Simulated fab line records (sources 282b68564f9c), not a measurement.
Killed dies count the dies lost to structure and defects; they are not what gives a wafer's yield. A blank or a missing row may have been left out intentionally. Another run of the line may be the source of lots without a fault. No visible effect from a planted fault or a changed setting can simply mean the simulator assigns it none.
fab line records ; flow rit-cmos
[record] lots = 14; wafers = 42; last-day = 7
route steps=202 shown NRETRO@61
lots that met no fault: from a run of the same line without faults
start-h: hours from the record's first day to the start of the lot's first wafer shown ; wait-h: hours from the lot's prior step to this one ; " unchanged from the row above ; L1.1+2: several wafers, shown together as one row ; - no value present, or no start provided ; * or withheld: withheld ; < > ~ a bound
route shown NAME@n: names a module that has steps shown in the file, with the first one's number in the route ; usual: mean and standard deviation over wafers with no fault ; same: alike in all rows ; chamber/n: place in a boat ; sites: readings site by site ; _std_site: the standard deviation of these ; _edge_site: inner sites' mean taken away from outer sites' mean ; radius-mm: for every site, how far away it sits from the centre of the wafer ; mask NAME#n: copy n ; behind: the tool/chamber that last shaped the wafer ; hold: why the lot was held/for how many hours/how that ended ; device: which transistor (n, p or np) failed to switch ; end of line: the route-end tests of the same wafers ; step lacking rows: just its recipe ; killed: the dies lost at the first sort to structure and to defects; this is not the yield of the wafer ; map: shows each die of a wafer: x if killed, . if not, _ if none is there
set.NAME: the run value of the setting; set.NAME@STEP: its run value at that earlier step ; model.NAME: the simulator's own value behind a step, which no gauge read
the route's steps for a sample of lots (tables are steps, rows are wafers)
services: from which hour (start-h, from the record's first day; less than 0 if before it) a tool's chamber was out of use, for how many hours, and why
[[steps]]
[step RIT_NRETRO_IMPLANT_08]
[recipe] species = P; energy-kev = 70; dose-cm2 = 1e+13; tilt-deg = 7
[usual] beam-energy-keV = 70.005/0.022
lot.wafer;tool;chamber;start-h;wait-h;beam-energy-keV
L122.1;implanter-02;0;29.78;0.2;69.994
L122.2;implanter-02;0;29.78;0.2;70.016
L122.5;implanter-02;0;29.78;0.2;70.028
L123.2;implanter-01;0;35.36;0.2;69.993
L123.5;implanter-01;0;35.36;0.2;70.025
L123.6;implanter-01;0;35.36;0.2;69.991
L124.1;implanter-02;0;41.33;0.2;70.008
L124.4;implanter-02;0;41.33;0.2;69.994
L124.5;implanter-02;0;41.33;0.2;70.013
L126.2;implanter-04;0;49.76;0.2;69.986
L126.5;implanter-04;0;49.76;0.2;70.025
L126.6;implanter-04;0;49.76;0.2;70.022
L128.3;implanter-01;0;59.89;0.2;69.998
L128.4;implanter-01;0;59.89;0.2;70.001
L128.6;implanter-01;0;59.89;0.2;70.014
L130.2;implanter-01;0;71.52;0.2;70.047
L130.5;implanter-01;0;71.52;0.2;70.035
L130.6;implanter-01;0;71.52;0.2;70.002
L133.1;implanter-04;0;86.21;0.2;76.244
L133.4;implanter-04;0;86.21;0.2;76.253
L133.6;implanter-04;0;86.21;0.2;76.255
L135.2;implanter-04;0;96.25;0.2;76.273
L135.3;implanter-04;0;96.25;0.2;76.252
L135.5;implanter-04;0;96.25;0.2;76.221
L138.1;implanter-01;0;113.45;0.2;70.038
L138.2;implanter-01;0;113.45;0.2;70.012
L138.5;implanter-01;0;113.45;0.2;69.996
L141.1;implanter-01;0;126.56;0.2;69.968
L141.3;implanter-01;0;126.56;0.2;69.962
L141.5;implanter-01;0;126.56;0.2;69.960
L142.1;implanter-01;0;132.29;0.2;69.991
L142.2;implanter-01;0;132.29;0.2;69.998
L142.3;implanter-01;0;132.29;0.2;70.016
L143.4;implanter-01;0;136.22;0.2;70.021
L143.5;implanter-01;0;136.22;0.2;69.997
L143.6;implanter-01;0;136.22;0.2;70.018
L144.2;implanter-02;0;139.68;0.2;70.025
L144.3;implanter-02;0;139.68;0.2;70.057
L144.4;implanter-02;0;139.68;0.2;70.043
L145.1;implanter-02;0;145.33;0.2;69.957
L145.5;implanter-02;0;145.33;0.2;69.967
L145.6;implanter-02;0;145.33;0.2;69.963
[step RIT_NRETRO_TW_MEAS_10]
[usual] NRETRO_TW = 1066/7
lot.wafer;tool;chamber;start-h;wait-h;NRETRO_TW
L122.1;film-metro-02;-;30.11;0.1;1064
L122.2;film-metro-02;-;30.11;0.1;1066
L122.5;film-metro-02;-;30.11;0.1;1058
L123.2;film-metro-03;-;35.67;0.1;1056
L123.5;film-metro-03;-;35.67;0.1;1059
L123.6;film-metro-03;-;35.67;0.1;1056
L124.1;film-metro-03;-;41.66;0.1;1055
L124.4;film-metro-03;-;41.66;0.1;1054
L124.5;film-metro-03;-;41.66;0.1;1060
L126.2;film-metro-02;-;50.07;0.1;1064
L126.5;film-metro-02;-;50.07;0.1;1063
L126.6;film-metro-02;-;50.07;0.1;1065
L128.3;film-metro-02;-;60.19;0.1;1065
L128.4;film-metro-02;-;60.19;0.1;1064
L128.6;film-metro-02;-;60.19;0.1;1061
L130.2;film-metro-03;-;71.83;0.1;1056
L130.5;film-metro-03;-;71.83;0.1;1063
L130.6;film-metro-03;-;71.83;0.1;1062
L133.1;film-metro-04;-;86.53;0.1;1091
L133.4;film-metro-04;-;86.53;0.1;1091
L133.6;film-metro-04;-;86.53;0.1;1095
L135.2;film-metro-03;-;96.56;0.1;1092
L135.3;film-metro-03;-;96.56;0.1;1088
L135.5;film-metro-03;-;96.56;0.1;1095
L138.1;film-metro-03;-;113.78;0.1;1072
L138.2;film-metro-03;-;113.78;0.1;1061
L138.5;film-metro-03;-;113.78;0.1;1070
L141.1;film-metro-04;-;126.89;0.1;1065
L141.3;film-metro-04;-;126.89;0.1;1066
L141.5;film-metro-04;-;126.89;0.1;1073
L142.1;film-metro-04;-;132.62;0.1;1070
L142.2;film-metro-04;-;132.62;0.1;1071
L142.3;film-metro-04;-;132.62;0.1;1068
L143.4;film-metro-02;-;136.50;0.1;1069
L143.5;film-metro-02;-;136.50;0.1;1066
L143.6;film-metro-02;-;136.50;0.1;1067
L144.2;film-metro-04;-;139.99;0.1;1074
L144.3;film-metro-04;-;139.99;0.1;1068
L144.4;film-metro-04;-;139.99;0.1;1071
L145.1;film-metro-02;-;145.66;0.1;1072
L145.5;film-metro-02;-;145.66;0.1;1069
L145.6;film-metro-02;-;145.66;0.1;1071
[[services]]
tool;chamber;start-h;hours;kind
implanter-04;-;7.88;1.1;repair
implanter-04;-;14.76;5.4;repair
implanter-02;-;35.10;1.8;repair
implanter-01;-;37.11;2.9;pm
implanter-04;-;45.85;0.7;repair
implanter-02;-;57.11;0.7;repair
implanter-04;-;79.44;2.8;pm
implanter-02;-;113.31;1.8;repair
[[key]]
[first-sign] step = RIT_NRETRO_IMPLANT_08; reading = beam-energy-keV; direction = up; sigmas = 99+; usual = 70.005; struck = 76.249
[effect] step = RIT_NRETRO_TW_MEAS_10; reading = NRETRO_TW; direction = up; sigmas = 3.8; usual = 1066; struck = 1092
met-at RIT_NRETRO_IMPLANT_08
struck-lots L133,L135
tester-left-out L133,L135
onset-between 49.76 86.21
[fault] kind = process-parameter-drift; tool = implanter-04; chamber = -; onset-h = 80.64; steps = RIT_NRETRO_IMPLANT_08; channel = energy-kev; offset = 6.2379; shape = step; end-h = 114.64; acts-in = these-recipes-only; stated = 70
// tester-left-out: of these lots the tester's yield and bins aren't shown, on N5 and GAA mostly nor the transistor test; their killed dies are dies lost to structure and defects alone, not to doping, threshold or leakage, so they don't give the yield
